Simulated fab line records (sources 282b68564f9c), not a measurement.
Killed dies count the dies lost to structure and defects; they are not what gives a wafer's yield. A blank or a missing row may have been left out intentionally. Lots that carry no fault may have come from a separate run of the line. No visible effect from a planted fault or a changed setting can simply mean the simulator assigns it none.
Which tool is to blame?    flow rit-cmos    21 wafers from 7 lots sampled at 2 of the route's 202 steps

## WHAT EACH GAUGE READ, for each wafer
RIT_PRETRO_TW_MEAS_10.
lot   measured     on             PRETRO_TW
L749  day 2 13:45  film-metro-01  474.3 479.6 477.9
L751  day 3 03:16  film-metro-04  471.7 469.1 470.9
L757  day 4 07:31  film-metro-03  474.2 477.3 474.7
L759  day 4 16:38  film-metro-04  472.1 471.4 470.8
L764  day 5 15:44  film-metro-01  478.3 475.4 475.1
L766  day 6 03:55  film-metro-01  478.4 477.4 476.3
L770  day 6 23:02  film-metro-03  472.1 474.6 471.7

## TOOL THAT RAN EACH LOT (tool first, then ch and the chambers of the sampled wafers, then the start)
lot   RIT_PRETRO_STRIP_09
L749  plasma-asher-03 ch 0,1, day 2 13:34
L751  plasma-asher-03 ch 0,1, day 3 03:05
L757  plasma-asher-01 ch 0,1, day 4 07:20
L759  plasma-asher-04 ch 0, day 4 16:28
L764  plasma-asher-04 ch 1, day 5 15:32
L766  plasma-asher-03 ch 0,1, day 6 03:44
L770  plasma-asher-04 ch 0,1, day 6 22:51
- RIT_PRETRO_STRIP_09: strips in O2, time 180 s.

## THE ANSWER, worked out from the rows above alone
Rule: the usual values come from the lots themselves. Put in order of their means at a reading, lots are off if they are a third of the lots or fewer, leave a main group of 4 or more, and stand apart from it by a gap of 3 or more times the standard deviation of the main group's means; of several such gaps the widest counts. The tables above print the reading to a certain number of digits; a main group whose means all agree to those digits is not used. Also off: a lot with no number at a reading for which 4 or more lots have one. Where the step has rows for the other lots, those lots are counted as sound.
None of the lots is off at any reading shown; this tells nothing.

## WHAT WAS PUT IN BY THE SIMULATOR
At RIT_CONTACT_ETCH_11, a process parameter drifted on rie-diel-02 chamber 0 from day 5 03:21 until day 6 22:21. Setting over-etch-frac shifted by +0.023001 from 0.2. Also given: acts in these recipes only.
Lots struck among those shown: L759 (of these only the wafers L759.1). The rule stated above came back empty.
